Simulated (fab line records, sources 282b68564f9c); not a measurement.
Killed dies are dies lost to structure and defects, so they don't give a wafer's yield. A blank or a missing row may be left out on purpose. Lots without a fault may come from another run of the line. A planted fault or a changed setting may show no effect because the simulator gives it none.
A struck lot beside a sound one | flow rit_cmos | 41 steps out of a route of 202
Sound: wafers L160.2, L160.5, L160.6. Struck: wafers L159.2, L159.5, L159.6. The cause comes at the end.
At each step with rows: each side's tool, then ch and its chambers, then its first start. Under that, the readings that differ: sound wafers | struck wafers | difference of the means | sigmas: that difference in standard deviations of wafers without a fault.
alike: readings whose means differ by less than 2 such deviations, and words and numbers that are the same on both sides. not compared: withheld readings, readings that some wafer has no value for, bounds like >300 that may hide the same value, and numbers for which the record gives no deviation and whose values overlap.
The two part at a step that has a row with sigmas, a row that says differs or no value, or rows on one side only. Numbers that don't overlap but have no deviation are shown without sigmas and don't part them. A reading that every wafer of one side lacks parts them only if that side has two wafers or more.

RIT_ACTIVE_ETCH_13: etches Si3N4 in SF6, stops on SiO2, time 210 s, target depth 210 nm.
  sound on rie_diel-03 ch 0,3, day 6 08:29; struck on rie_diel-01 ch 1,2,3, day 6 00:14
  alike: SF6_flow_sccm, chamber_pressure_mTorr, drypump_motor_current_A, oes_product_au, throttle_valve_pct
  not compared: rf_hours_counter_h
RIT_ACTIVE_STRIP_14: strips in O2, time 180 s.
  sound on plasma_asher-01 ch 0,1, day 6 08:37; struck on plasma_asher-01 ch 0,1, day 6 00:22
  alike: drypump_motor_current_A
  not compared: rf_hours_counter_h
RIT_ACTIVE_CD_MEAS_90: target cd 1400 nm.
  sound on cd_sem-01, day 6 08:48; struck on cd_sem-02, day 6 00:34
  alike: cd_nm
then, 4 steps without rows for these wafers: RIT_ACTIVE_CLEAN_15 (cleans in SC1, time 600 s); RIT_ACTIVE_CLEAN_16 (cleans in dHF, time 30 s); RIT_ACTIVE_CLEAN_17 (cleans in SC2, time 600 s); RIT_FOX1_OXIDATION_00 (target thk 350.7 nm, ox time 1130 s).
RIT_FOX1_THK_MEAS_01:
  sound on film_metro-03, day 6 16:44; struck on film_metro-04, day 6 04:11
  alike: FOX1_OXIDE_THK
then, 2 steps without rows for these wafers: RIT_FOX1_WET_ETCH_02 (etches SiO2 in BOE, target depth 350 nm, time 390 s); RIT_FOX2_OXIDATION_00 (target thk 350.7 nm, ox time 1130 s).
RIT_FOX2_THK_MEAS_01:
  sound on film_metro-01, day 7 01:49; struck on film_metro-02, day 6 11:48
  alike: FOX2_OXIDE_THK
then, 1 step without rows for these wafers: RIT_FOX2_CLEAN_02 (cleans in dHF, time 180 s).
RIT_FOX2_WET_ETCH_03: etches Si3N4 in H3PO4, target depth 195 nm, time 2700 s.
  sound on wet_bench-02 ch 2, day 7 01:56; struck on wet_bench-01 ch 1, day 6 11:55
  no value came back on the struck wafers for bath_guard_temp_C (C), bath_heat_duty_pct (%); on the sound wafers bath_guard_temp_C (C) reads 164.6 164.9 165.0
  reading                                       | sound             | struck            | difference | sigmas
  model.Si3N4_of_ACTIVE_CVD_03.thk_nm (nm)      | 0 0 0             | 129 127.8 129.5   | +129       |
  model.SiO2_of_FOX2_OXIDATION_00.thk_nm (nm)   | 313.9 311.3 313.8 | 331.9 329.3 332.4 | +18.2      |
  model.SiO2_of_ACTIVE_OXIDATION_01.thk_nm (nm) | 39.55 39.1 39.48  | 45.43 44.37 45.62 | +5.76      |
then, 6 steps without rows for these wafers: RIT_NWELL_HMDS_00 (prime time 60 s); RIT_NWELL_COAT_01 (resist thk 1300 nm); RIT_NWELL_SOFTBAKE_02 (time 60 s); RIT_NWELL_EXPOSE_03 (exposes mask M2, target cd 43900 nm); RIT_NWELL_PEB_04; RIT_NWELL_DEVELOP_05 (develop time 68 s).
RIT_NWELL_OVL_MEAS_06:
  sound on overlay-01, day 7 03:46; struck on overlay-02, day 6 14:07
  alike: NWELL_OVL
then, 2 steps without rows for these wafers: RIT_NWELL_HARDBAKE_07 (time 120 s); RIT_NWELL_IMPLANT_08.
RIT_NWELL_STRIP_09: strips in O2, time 180 s.
  sound on plasma_asher-03 ch 0,1, day 7 04:16; struck on plasma_asher-04 ch 0,1, day 6 14:32
  alike: drypump_motor_current_A
  not compared: rf_hours_counter_h
RIT_NWELL_TW_MEAS_10:
  sound on film_metro-03, day 7 04:27; struck on film_metro-04, day 6 14:44
  reading  | sound          | struck         | difference | sigmas
  NWELL_TW | 2176 2151 2172 | 2086 2082 2083 | -83        | -2
then, 6 steps without rows for these wafers: RIT_PWELL_HMDS_00 (prime time 60 s); RIT_PWELL_COAT_01 (resist thk 1300 nm); RIT_PWELL_SOFTBAKE_02 (time 60 s); RIT_PWELL_EXPOSE_03 (exposes mask M3, target cd 43700 nm); RIT_PWELL_PEB_04; RIT_PWELL_DEVELOP_05 (develop time 68 s).
RIT_PWELL_OVL_MEAS_06:
  sound on overlay-02, day 7 05:38; struck on overlay-01, day 6 15:58
  alike: PWELL_OVL
then, 2 steps without rows for these wafers: RIT_PWELL_HARDBAKE_07 (time 120 s); RIT_PWELL_IMPLANT_08.
RIT_PWELL_STRIP_09: strips in O2, time 180 s.
  sound on plasma_asher-03 ch 0,1, day 7 06:17; struck on plasma_asher-03 ch 0,1, day 6 16:24
  alike: drypump_motor_current_A
  not compared: rf_hours_counter_h
RIT_PWELL_TW_MEAS_10:
  sound on film_metro-04, day 7 06:28; struck on film_metro-04, day 6 16:35
  alike: PWELL_TW
then, 4 steps without rows for these wafers: RIT_WELLDRIVE_ANNEAL_00 (time 14700 s); RIT_NRETRO_HMDS_00 (prime time 60 s); RIT_NRETRO_COAT_01 (resist thk 1300 nm); RIT_NRETRO_SOFTBAKE_02 (time 60 s).
RIT_GATE_CLEAN_04: cleans in dHF, time 60 s.
  sound on wet_bench-04 ch 2, day 7 18:26; struck on wet_bench-01 ch 0, day 7 04:58
  reading                                     | sound             | struck            | difference | sigmas
  model.SiO2_of_FOX2_OXIDATION_00.thk_nm (nm) | 246.9 244.3 246.6 | 264.4 261.9 264.7 | +17.7      |
RIT_M1_PROBE_99:
  sound on prober-02, day 9 02:21; struck on prober-02, day 8 13:58
  reading             | sound   | struck      | difference | sigmas
  killed_at_front_end | 13 8 9  | 264 264 264 | +254       | +82
  killed_dies         | 13 8 10 | 264 264 264 | +254       | +82
  killed_on_rim       | 0 2 1   | 70 70 70    | +69        | +53
  alike: killed_at_contacts, killed_open, killed_short

WHERE THEY PART
First at RIT_FOX2_WET_ETCH_03; last, within this record, at RIT_M1_PROBE_99.

WHY: what the simulator had put in
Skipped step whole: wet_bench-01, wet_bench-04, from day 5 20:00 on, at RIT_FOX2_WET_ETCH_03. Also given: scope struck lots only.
